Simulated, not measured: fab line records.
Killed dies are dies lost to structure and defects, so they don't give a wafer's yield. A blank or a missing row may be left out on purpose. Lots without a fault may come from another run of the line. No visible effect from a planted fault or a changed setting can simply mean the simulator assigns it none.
The same fault as seen by 2 desks / flow rit-cmos / every desk sees just its own numbers, and what lay behind them comes last

== AT THE METROLOGY DESK ==
Means of the sampled wafers that have a number, per lot and without regard to the tool the lot ran on: this is what the gauges read. A lot is out of limits, marked OUT, if its mean lies more than 4 standard deviations from the usual mean; the brackets give that distance.
Columns: A = REOX_OXIDE_THK at RIT_REOX_THK_MEAS_04, usual 25.2 nm; B = PSD_OVL at RIT_PSD_OVL_MEAS_06, usual 1.1 nm; C = M1_OVL at RIT_M1_OVL_MEAS_10, usual -0.1 nm
lot=L249; first seen here=day 2 20:37; A=25.7; B=1.6; C=-0.6
lot=L250; first seen here=day 3 03:38; A=25.5; B=1.9; C=-2.2
lot=L251; first seen here=day 3 08:54; A=26.4; B=2.3; C=-0.0
lot=L252; first seen here=day 3 14:05; A=25.0; B=0.3; C=-1.3
lot=L253; first seen here=day 3 17:53; A=25.0; B=2.9; C=1.5
lot=L256; first seen here=day 4 08:56; A=25.3; B=0.7; C=1.0
lot=L258; first seen here=day 4 19:01; A=24.9; B=1.6; C=-1.1
lot=L260; first seen here=day 5 04:30; A=25.6; B=-0.3; C=-2.3
lot=L262; first seen here=day 5 16:03; A=24.8; B=0.1; C=1.0
lot=L263; first seen here=day 5 21:25; A=25.0; B=-2.4; C=0.6
lot=L264; first seen here=day 6 02:29; A=25.4; B=1.4; C=0.3
lot=L267; first seen here=day 6 17:14; A=25.3; B=0.0; C=1.1
lot=L269; first seen here=day 7 05:10; A=25.2; B=0.7; C=0.1
lot=L270; first seen here=day 7 12:04; A=24.5; B=2.3; C=1.4
lot=L268; first seen here=day 7 13:44; A=24.9; B=3.0; C=-0.2
Result from this desk: across the 15 lots, nothing is out of limits.

== THE TOOL OWNER'S DESK: plasma-asher-03 ==
The tool's own readings at RIT_CONTACT_STRIP_12 (strips in O2, time 180 s): means of the sampled wafers that have a number, for each lot that ran on this tool. A lot is out of limits, marked OUT, if its mean lies more than 4 standard deviations from the usual mean; the brackets give that distance.
Columns: A = drypump-motor-current-A at RIT_CONTACT_STRIP_12, usual 5.93 A; B = rf-refl-power-W at RIT_CONTACT_STRIP_12, usual 6.3 W; C = run-length-s at RIT_CONTACT_STRIP_12, usual 208.25 s
lot=L252; first seen here=day 4 03:08; A=6.10; B=5.5; C=208.07
lot=L258; first seen here=day 5 06:48; A=6.09; B=5.5; C=208.25
lot=L260; first seen here=day 5 16:14; A=6.09; B=5.5; C=208.25
lot=L262; first seen here=day 6 04:02; A=6.05; B=5.2; C=208.41
lot=L263; first seen here=day 6 10:14; A=6.05; B=5.0; C=208.11
lot=L264; first seen here=day 6 14:11; A=6.03; B=5.0; C=291.58 (+99 or more) OUT
lot=L267; first seen here=day 7 04:35; A=6.15; B=6.0; C=291.87 (+99 or more) OUT
lot=L268; first seen here=day 8 03:25; A=5.99; B=4.7; C=291.66 (+99 or more) OUT
This desk's verdict: out of limits on L264, L267, L268, starting with L264 at day 6 14:11 (run-length-s at RIT_CONTACT_STRIP_12). Within limits: L252, L258, L260, L262, L263.

== ALL TOGETHER ==
On L264, L267, L268, at day 6 14:11, an alarm was possible from the tool owner's desk.
At the metrology desk, nothing out of limits was observed.
The metrology desk holds a record of L264, L267, L268, inside its limits.
The lots listed all ran RIT_CONTACT_STRIP_12 on plasma-asher-03.

== WHAT WAS PUT IN BY THE SIMULATOR ==
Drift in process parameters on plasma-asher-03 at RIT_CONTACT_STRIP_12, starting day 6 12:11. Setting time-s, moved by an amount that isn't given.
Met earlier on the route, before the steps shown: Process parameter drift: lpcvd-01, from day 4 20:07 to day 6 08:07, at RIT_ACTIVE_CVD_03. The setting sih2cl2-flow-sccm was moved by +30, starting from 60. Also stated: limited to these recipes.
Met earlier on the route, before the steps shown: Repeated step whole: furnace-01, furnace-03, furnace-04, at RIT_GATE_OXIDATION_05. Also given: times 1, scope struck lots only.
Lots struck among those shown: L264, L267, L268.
Time in hours from fault onset to the first out-of-limits reading at each desk: the tool owner's desk, 2.
